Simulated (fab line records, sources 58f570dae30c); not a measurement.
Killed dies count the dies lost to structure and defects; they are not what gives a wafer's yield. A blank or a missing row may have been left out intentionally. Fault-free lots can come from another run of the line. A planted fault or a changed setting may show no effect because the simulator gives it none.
Split-lot trial | flow berkeley cmos170 | 5 lots, 23 wafers read, on a route of 331 steps

== THE SPLIT ITSELF ==
At UCB170_CONTACT_CVD_01 (deposits PSG from SiH4/O2/PH3, target thk 700 nm, time 2820 s), the setting pressure mtorr was moved away from the recipe's 300 mTorr on 10 of the 23 wafers read, by -8.5% to +9.8%. For the rest of the wafers, this setting stayed at what the recipe calls for.

No step appears in the file between the split and the reading.

== THE READING ==
CONTACT_PSG_THK, in nm, at UCB170_CONTACT_THK_MEAS_02. Fault-free wafers of this fab line usually give 698 nm, standard deviation 5.1 nm.

wafer  | tool, chamber at the split | pressure mtorr as run, mTorr | against the recipe | CONTACT_PSG_THK, nm | against lot-mates on the recipe
L078.1 | -, -                       | 329.4                        | +9.8%              | 722                 | no lot-mate on the recipe
L078.3 | -, -                       | 329.4                        | +9.8%              | 727                 | no lot-mate on the recipe
L078.4 | -, -                       | 329.4                        | +9.8%              | 723                 | no lot-mate on the recipe
L078.5 | -, -                       | 329.4                        | +9.8%              | 722                 | no lot-mate on the recipe
L078.6 | -, -                       | 329.4                        | +9.8%              | 724                 | no lot-mate on the recipe
L080.1 | -, -                       | 274.4                        | -8.5%              | 672                 | no lot-mate on the recipe
L080.2 | -, -                       | 274.4                        | -8.5%              | 676                 | no lot-mate on the recipe
L080.3 | -, -                       | 274.4                        | -8.5%              | 679                 | no lot-mate on the recipe
L080.4 | -, -                       | 274.4                        | -8.5%              | 672                 | no lot-mate on the recipe
L080.6 | -, -                       | 274.4                        | -8.5%              | 675                 | no lot-mate on the recipe
L083.1 | -, -                       | 300                          | recipe             | 695                 | -
L083.2 | -, -                       | 300                          | recipe             | 699                 | -
L083.4 | -, -                       | 300                          | recipe             | 694                 | -
L083.5 | -, -                       | 300                          | recipe             | 698                 | -
L083.6 | -, -                       | 300                          | recipe             | 690                 | -
L081.2 | -, -                       | 300                          | recipe             | 696                 | -
L081.3 | -, -                       | 300                          | recipe             | 698                 | -
L081.4 | -, -                       | 300                          | recipe             | 698                 | -
L081.5 | -, -                       | 300                          | recipe             | 698                 | -
L081.6 | -, -                       | 300                          | recipe             | 695                 | -
L082.2 | lpcvd-02, 0                | 300                          | recipe             | 699                 | -
L082.3 | lpcvd-02, 0                | 300                          | recipe             | 691                 | -
L082.6 | lpcvd-02, 0                | 300                          | recipe             | 695                 | -

THE FIT
A straight line over all 23 wafers: CONTACT_PSG_THK changes by +2.67 nm for each +1% of pressure mtorr; r = +0.99; the points scatter about the line by 2.8 nm.
Too few moved wafers with a lot-mate on the recipe to fit a line net of each lot's own level.

== THE WHOLE CHAIN: every reading that the file lists as answering this split, in the file's order ==
step                       | what it does                                                               | reading                                                                       | change (the file's fit)              | r (the file's)
UCB170_CONTACT_CVD_01      | deposits PSG from SiH4/O2/PH3, target thk 700 nm, time 2820 s              | PSG_of_CONTACT_CVD_01.thk nm (the simulator's own value, which no gauge read) | +2.66 nm for each +1% of the setting | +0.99
UCB170_CONTACT_THK_MEAS_02 |                                                                            | CONTACT_PSG_THK                                                               | +2.66 for each +1% of the setting    | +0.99
UCB170_CONTACT_ETCH_18     | etches PSG in CHF3/CF4/Ar, stops on TiSi2, target depth 840 nm, time 195 s | etch.depth nm (the simulator's own value, which no gauge read)                | +2.7 nm for each +1% of the setting  | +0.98
UCB170_CONTACT_ETCH_18     | etches PSG in CHF3/CF4/Ar, stops on TiSi2, target depth 840 nm, time 195 s | CONTACT.feature depth nm (the simulator's own value, which no gauge read)     | +2.66 nm for each +1% of the setting | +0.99
UCB170_M1_METAL_ETCH_12    | etches Al in Cl2/BCl3, stops on PSG, target depth 780 nm, time 130 s       | PSG_of_CONTACT_CVD_01.thk nm (the simulator's own value, which no gauge read) | +2.61 nm for each +1% of the setting | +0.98

== FILE'S OWN FIT ==
CONTACT_PSG_THK changes by +2.66 nm for each +1% of pressure mtorr, r = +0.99.
